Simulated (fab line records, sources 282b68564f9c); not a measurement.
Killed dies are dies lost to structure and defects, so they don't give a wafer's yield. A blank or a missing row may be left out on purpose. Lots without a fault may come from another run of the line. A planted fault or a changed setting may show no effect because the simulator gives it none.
fab line records | flow rit_cmos
record lots=5 wafers=15 last_day=7
route steps=202 shown ACTIVE@19 FOX1@20 FOX2@23 NWELL@28 PWELL@39 WELLDRIVE@50
lots that met no fault: from a run of the same line without faults
start_h: hours from the record's first day to the start of the lot's first wafer shown | wait_h: hours since the lot's step before | " the same as in the row above | L1.1+2: a row that stands for several wafers | - no value, or no start given | * or withheld: withheld | < > ~ a bound
route shown NAME@n: a module of which the file shows steps, and the number in the route of the first | usual: mean/standard deviation of fault-free wafers | same: alike in all rows | chamber/n: place in a boat | sites: the reading at each site | _std_site: their standard deviation | _edge_site: outer sites' mean less inner sites' | radius_mm: how far each site lies from the wafer's centre | mask NAME#n: copy n | behind: the tool/chamber that last shaped the wafer | hold: why the lot was held/for how many hours/how that ended | device: the transistor (n, p or np) that didn't switch | end of line: the same wafers' tests at the end of the route | a step without rows: its recipe alone | killed: dies lost to structure and defects at the first sort, not the wafer's yield | map: a wafer's dies, x killed, . not, _ none there
set.NAME: the setting as run; set.NAME@STEP: as run at that earlier step | model.NAME: the simulator's own value behind a step, which no gauge read
lots at some steps of the route; a table a step, a row a wafer
services: from which hour (start_h, from the record's first day; less than 0 if before it) a tool's chamber was out of use, for how many hours, and why
## steps
# step RIT_ACTIVE_CLEAN_17
# recipe chemistry=SC2 mix=3:3:50 time_s=600 temp_c=75 dry=n2_spin
# step RIT_FOX1_OXIDATION_00
# recipe temp_c=1100 ambient=H2O target_thk_a=3507 p_h2o_torr=720 ox_time_s=1130
# step RIT_FOX1_THK_MEAS_01
# recipe reads=SiO2_of_FOX1_OXIDATION_00
# usual FOX1_OXIDE_THK=353/5.9
# columns lot.wafer tool chamber start_h wait_h FOX1_OXIDE_THK[nm]
L894.1 film_metro-02 - 27.62 0.0 359
L894.2 " - " " 363
L894.6 " - " " 362
L895.1 film_metro-02 - 35.92 0.0 351
L895.3 " - " " 343
L895.4 " - " " 349
L911.2 film_metro-01 - 114.11 0.0 343
L911.4 " - " " 345
L911.6 " - " " 350
L914.3 film_metro-03 - 127.94 0.0 358
L914.5 " - " " 357
L914.6 " - " " 355
L915.1 film_metro-02 - 131.83 0.0 356
L915.2 " - " " 359
L915.3 " - " " 355
# step RIT_FOX1_WET_ETCH_02
# recipe chemistry=BOE target_depth_nm=350 time_s=390 temp_c=21.5 dry=n2_spin dilution=10:1 target=SiO2
# step RIT_FOX2_OXIDATION_00
# recipe temp_c=1100 ambient=H2O target_thk_a=3507 p_h2o_torr=720 ox_time_s=1130
# step RIT_FOX2_THK_MEAS_01
# recipe reads=SiO2_of_FOX2_OXIDATION_00
# usual FOX2_OXIDE_THK=353/6.2
# columns lot.wafer tool chamber start_h wait_h FOX2_OXIDE_THK[nm]
L894.1 film_metro-03 - 29.11 0.0 356
L894.2 " - " " 357
L894.6 " - " " 358
L895.1 film_metro-04 - 40.25 0.0 348
L895.3 " - " " 346
L895.4 " - " " 350
L911.2 film_metro-03 - 116.69 0.0 361
L911.4 " - " " 357
L911.6 " - " " 358
L914.3 film_metro-04 - 129.46 0.0 348
L914.5 " - " " 344
L914.6 " - " " 352
L915.1 film_metro-02 - 133.33 0.0 349
L915.2 " - " " 353
L915.3 " - " " 350
# step RIT_FOX2_CLEAN_02
# recipe chemistry=dHF dilution=50:1 time_s=180
# step RIT_FOX2_WET_ETCH_03
# recipe chemistry=H3PO4 target=Si3N4 target_depth_nm=195 temp_c=165 time_s=2700
# step RIT_FOX2_THK_MEAS_90
# recipe reads=SiO2_of_FOX2_OXIDATION_00
# usual FIELD_OXIDE_LEFT_1_THK=326/6.3
# columns lot.wafer tool chamber start_h wait_h FIELD_OXIDE_LEFT_1_THK[nm]
L894.1 film_metro-03 - 29.99 0.0 328
L894.2 " - " " 329
L894.6 " - " " 330
L895.1 film_metro-02 - 41.19 0.0 320
L895.3 " - " " 319
L895.4 " - " " 323
L911.2 film_metro-03 - 117.57 0.0 334
L911.4 " - " " 329
L911.6 " - " " 331
L914.3 film_metro-03 - 130.34 0.0 321
L914.5 " - " " 317
L914.6 " - " " 325
L915.1 film_metro-03 - 134.20 0.0 322
L915.2 " - " " 326
L915.3 " - " " 324
# step RIT_NWELL_HMDS_00
# recipe prime_time_s=60 prime_temp_c=140
# step RIT_NWELL_COAT_01
# recipe resist=NOVOLAK spin_rpm=2000 resist_thk_nm=1300
# step RIT_NWELL_SOFTBAKE_02
# recipe resist=NOVOLAK temp_c=89.25 time_s=60
# step RIT_NWELL_EXPOSE_03
# recipe mask_id=M2 na=0.57 target_cd_nm=43900 dose_mj=250
# usual focus_offset_nm=0.0/0.46
# columns lot.wafer tool chamber start_h wait_h mask focus_offset_nm
L894.1 iline_stepper-01 0 30.62 0.2 M2#0 0.2
L894.2 " 0 " " M2#0 -0.7
L894.6 " 0 " " M2#0 -0.6
L895.1 iline_stepper-02 0 41.83 0.2 M3#0 0.3
L895.3 " 0 " " M3#0 0.9
L895.4 " 0 " " M3#0 0.3
L911.2 iline_stepper-01 0 118.09 0.1 M2#0 0.8
L911.4 " 0 " " M2#0 -0.6
L911.6 " 0 " " M2#0 0.0
L914.3 iline_stepper-01 0 131.23 0.5 M2#0 0.3
L914.5 " 0 " " M2#0 0.2
L914.6 " 0 " " M2#0 -0.9
L915.1 iline_stepper-02 0 134.89 0.2 M2#0 0.7
L915.2 " 0 " " M2#0 0.6
L915.3 " 0 " " M2#0 0.9
# step RIT_NWELL_PEB_04
# recipe resist=NOVOLAK temp_c=withheld time_s=withheld
# step RIT_NWELL_DEVELOP_05
# recipe resist=NOVOLAK develop_time_s=68 dev_temp_c=23
# step RIT_NWELL_OVL_MEAS_06
# usual NWELL_OVL=0.3/1.4
# columns lot.wafer tool chamber start_h wait_h NWELL_OVL[nm]
L894.1 overlay-02 - 31.05 - 2.1
L894.2 " - " " 1.5
L894.6 " - " " 0.0
L895.1 overlay-01 - 42.26 - -
L895.3 " - " " -
L895.4 " - " " -
L911.2 overlay-02 - 118.51 - -0.8
L911.4 " - " " -2.2
L911.6 " - " " 1.7
L914.3 overlay-02 - 131.64 - -1.8
L914.5 " - " " -0.3
L914.6 " - " " 0.2
L915.1 overlay-02 - 135.59 - -0.6
L915.2 " - " " -2.4
L915.3 " - " " -0.7
# step RIT_NWELL_HARDBAKE_07
# recipe resist=NOVOLAK temp_c=140 time_s=120
# step RIT_NWELL_IMPLANT_08
# recipe species=P energy_kev=170 dose_cm2=4.898e+13 tilt_deg=7
# step RIT_NWELL_STRIP_09
# recipe chemistry=O2 time_s=180 resist=NOVOLAK platen_temp_c=withheld power_w=500 pressure_mtorr=4000 o2_flow_sccm=4000
# usual chamber_pressure_mTorr=4000/3.5 drypump_motor_current_A=5.9/0.41
# columns lot.wafer tool chamber start_h wait_h chamber_pressure_mTorr drypump_motor_current_A rf_hours_counter_h
L894.1 plasma_asher-04 1 31.49 0.1 4002 5.5 21
L894.2 " 0 " " 4000 6.2 21
L894.6 " 0 " " 3992 6.2 -
L895.1 plasma_asher-04 1 42.69 0.1 4003 5.5 22
L895.3 " 0 " " 3995 6.2 -
L895.4 " 1 " " 4003 5.5 -
L911.2 plasma_asher-04 1 118.94 0.1 3998 5.5 33
L911.4 " 0 " " 3997 6.2 -
L911.6 " 0 " " 4005 6.2 -
L914.3 plasma_asher-02 1 132.12 0.1 4005 5.4 -
L914.5 " 1 " " 4002 5.4 -
L914.6 " 0 " " 4006 6.0 -
L915.1 plasma_asher-02 0 136.02 0.1 4002 6.0 45
L915.2 " 1 " " 3997 5.4 45
L915.3 " 0 " " 3994 6.0 -
# step RIT_NWELL_TW_MEAS_10
# usual NWELL_TW=2113/22
# columns lot.wafer tool chamber start_h wait_h NWELL_TW
L894.1 film_metro-04 - 31.66 0.1 2141
L894.2 " - " " 2119
L894.6 " - " " 2145
L895.1 film_metro-04 - 42.87 0.1 30
L895.3 " - " " 30
L895.4 " - " " 30
L911.2 film_metro-01 - 119.12 0.1 2126
L911.4 " - " " 2130
L911.6 " - " " 2123
L914.3 film_metro-04 - 132.26 0.1 2140
L914.5 " - " " 2145
L914.6 " - " " 2138
L915.1 film_metro-03 - 136.20 0.1 2087
L915.2 " - " " 2082
L915.3 " - " " 2099
# step RIT_PWELL_HMDS_00
# recipe prime_time_s=60 prime_temp_c=140
# step RIT_PWELL_COAT_01
# recipe resist=NOVOLAK spin_rpm=2000 resist_thk_nm=1300
# step RIT_PWELL_SOFTBAKE_02
# recipe resist=NOVOLAK temp_c=90 time_s=60
# step RIT_PWELL_EXPOSE_03
# recipe mask_id=M3 na=0.57 target_cd_nm=43700 dose_mj=250
# step RIT_PWELL_PEB_04
# recipe resist=NOVOLAK temp_c=withheld time_s=withheld
# step RIT_PWELL_DEVELOP_05
# recipe resist=NOVOLAK develop_time_s=68 dev_temp_c=23
# step RIT_PWELL_OVL_MEAS_06
# usual PWELL_OVL=-1.3/1.4
# columns lot.wafer tool chamber start_h wait_h PWELL_OVL[nm]
L894.1 overlay-01 - 32.67 - -1.1
L894.2 " - " " 0.3
L894.6 " - " " 0.1
L895.1 overlay-01 - 43.82 - -2.0
L895.3 " - " " -0.9
L895.4 " - " " -0.2
L911.2 overlay-02 - 120.06 - 0.3
L911.4 " - " " -1.0
L911.6 " - " " -1.9
L914.3 overlay-01 - 133.31 - 1.2
L914.5 " - " " -1.1
L914.6 " - " " 1.0
L915.1 overlay-01 - 137.26 - -0.8
L915.2 " - " " -1.9
L915.3 " - " " -0.6
# step RIT_PWELL_HARDBAKE_07
# recipe resist=NOVOLAK temp_c=140 time_s=120
# step RIT_PWELL_IMPLANT_08
# recipe species=B energy_kev=170 dose_cm2=7e+13 tilt_deg=7
# step RIT_PWELL_STRIP_09
# recipe chemistry=O2 time_s=180 resist=NOVOLAK platen_temp_c=withheld power_w=500 pressure_mtorr=4000 o2_flow_sccm=4000
# usual chamber_pressure_mTorr=4000/3.7 drypump_motor_current_A=5.79/0.28
# columns lot.wafer tool chamber start_h wait_h chamber_pressure_mTorr drypump_motor_current_A rf_hours_counter_h
L894.1 plasma_asher-03 1 33.10 0.1 4002 5.67 40
L894.2 " 0 " " 3998 5.86 40
L894.6 " 0 " " 3998 5.85 -
L895.1 plasma_asher-02 1 44.25 0.1 4000 5.39 40
L895.3 " 1 " " 4003 5.39 -
L895.4 " 0 " " 3997 6.03 -
L911.2 plasma_asher-03 1 120.49 0.1 3997 5.66 49
L911.4 " 0 " " 3998 5.82 -
L911.6 " 0 " " 3999 5.84 -
L914.3 plasma_asher-02 1 133.80 0.1 4006 5.36 -
L914.5 " 1 " " 3993 5.40 -
L914.6 " 0 " " 3998 6.03 -
L915.1 plasma_asher-03 0 137.70 0.1 4007 5.84 51
L915.2 " 1 " " 4004 5.61 51
L915.3 " 1 " " 3997 5.64 -
# step RIT_PWELL_TW_MEAS_10
# usual PWELL_TW=945/9.8
# columns lot.wafer tool chamber start_h wait_h PWELL_TW
L894.1 film_metro-04 - 33.28 0.1 952
L894.2 " - " " 950
L894.6 " - " " 951
L895.1 film_metro-04 - 44.43 0.1 2199
L895.3 " - " " 2185
L895.4 " - " " 2196
L911.2 film_metro-01 - 120.67 0.1 946
L911.4 " - " " 950
L911.6 " - " " 952
L914.3 film_metro-01 - 133.93 0.1 951
L914.5 " - " " 954
L914.6 " - " " 953
L915.1 film_metro-01 - 137.87 0.1 952
L915.2 " - " " 953
L915.3 " - " " 957
# step RIT_WELLDRIVE_ANNEAL_00
# recipe temp_c=1100 time_s=14700 ambient=N2
## services
# columns tool chamber start_h hours kind
iline_stepper-01 - 14.34 11.3 repair
iline_stepper-02 0 17.34 - calibration
plasma_asher-04 - 22.17 2.4 repair
iline_stepper-01 - 56.46 3.6 repair
plasma_asher-02 - 72.88 49.5 pm
plasma_asher-03 - 91.42 15.0 pm
iline_stepper-02 - 92.58 1.7 pm
plasma_asher-02 - 122.41 2.8 pm
## key
first_sign step=RIT_NWELL_EXPOSE_03 reading=mask direction=changed
effect step=RIT_NWELL_OVL_MEAS_06 reading=NWELL_OVL direction=missing
effect step=RIT_NWELL_TW_MEAS_10 reading=NWELL_TW direction=down sigmas=95 usual=2113 struck=30
effect step=RIT_PWELL_TW_MEAS_10 reading=PWELL_TW direction=up sigmas=99+ usual=945 struck=2193
met_at RIT_NWELL_EXPOSE_03
struck_wafers L895.1,L895.3,L895.4
sort_left_out L895.1,L895.3,L895.4
tester_left_out L895
fault kind=wrong_mask tool=any chamber=- onset_h=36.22 steps=RIT_NWELL_EXPOSE_03 aux_copy=M3#0 scope=struck_lots_only
# tester_left_out: of these lots the tester's yield and bins aren't shown, on N5 and GAA mostly nor the transistor test; their killed dies are dies lost to structure and defects alone, not to doping, threshold or leakage, so they don't give the yield
# sort_left_out: the simulated sort isn't trusted on such a fault, so these wafers' sort isn't shown, and their yield isn't known
